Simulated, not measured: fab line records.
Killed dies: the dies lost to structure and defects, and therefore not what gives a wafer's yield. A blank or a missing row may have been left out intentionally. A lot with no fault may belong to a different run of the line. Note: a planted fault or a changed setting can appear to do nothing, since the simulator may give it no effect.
A single fault, viewed from 2 desks | flow berkeley-cmos170 | each desk has only its own numbers; what lay behind them comes last

FROM THE METROLOGY DESK
Lot by lot, what the gauges showed, no matter which tool ran the lot: averages of those sampled wafers that carry a number. Any lot whose mean is over 4 standard deviations away from the usual mean is out of limits and marked OUT; that distance is given in the brackets.
Columns: A = V2_TEOS_THK at UCB170_V2_THK_MEAS_01, usual 1991 nm
lot  | first seen here | A
L219 | day 7 19:01     | 1987
L220 | day 8 07:29     | 1988
L222 | day 8 15:13     | 2013
L223 | day 8 23:46     | 2019
L224 | day 9 15:59     | 1998
L225 | day 9 16:11     | 1986
L227 | day 9 16:26     | 1978
L228 | day 9 16:43     | 1991
L232 | day 10 11:40    | 2007
L230 | day 10 11:43    | 2012
L236 | day 11 04:59    | 1996
L239 | day 11 23:51    | 1999
L238 | day 12 00:13    | 1987
L237 | day 12 00:20    | 1944
Finding of this desk: none of the 14 lots has anything out of limits.

THE TOOL OWNER'S DESK: plasma-asher-02
The tool's own readings at UCB170_NSD_STRIP_09 (strips in O2): means of the sampled wafers that have a number, for each lot that ran on this tool. Any lot whose mean is over 4 standard deviations away from the usual mean is out of limits and marked OUT; that distance is given in the brackets.
Columns: A = drypump-motor-current-A at UCB170_NSD_STRIP_09, usual 5.7 A; B = oes-product-au at UCB170_NSD_STRIP_09, usual 0.537 a.u.; C = strip-time-to-endpoint-s at UCB170_NSD_STRIP_09, usual 36.11 s
lot  | first seen here | A   | B     | C
L219 | day 6 23:14     | 6.1 | 0.536 | 36.06
L225 | day 8 14:12     | 6.0 | 0.535 | 36.12
L227 | day 8 17:44     | 6.0 | 0.535 | 36.07
L232 | day 9 15:32     | 5.9 | 0.536 | 36.06
L236 | day 10 08:35    | 6.0 | 0.534 | 36.14
L237 | day 11 03:58    | 5.9 | 0.531 | 36.12
Finding of this desk: none of the 6 lots has anything out of limits.

PUT TOGETHER
Metrology desk: nothing out of limits seen.
Nothing out of limits was seen by the tool owner's desk.

WHAT THE SIMULATOR HAD PUT IN
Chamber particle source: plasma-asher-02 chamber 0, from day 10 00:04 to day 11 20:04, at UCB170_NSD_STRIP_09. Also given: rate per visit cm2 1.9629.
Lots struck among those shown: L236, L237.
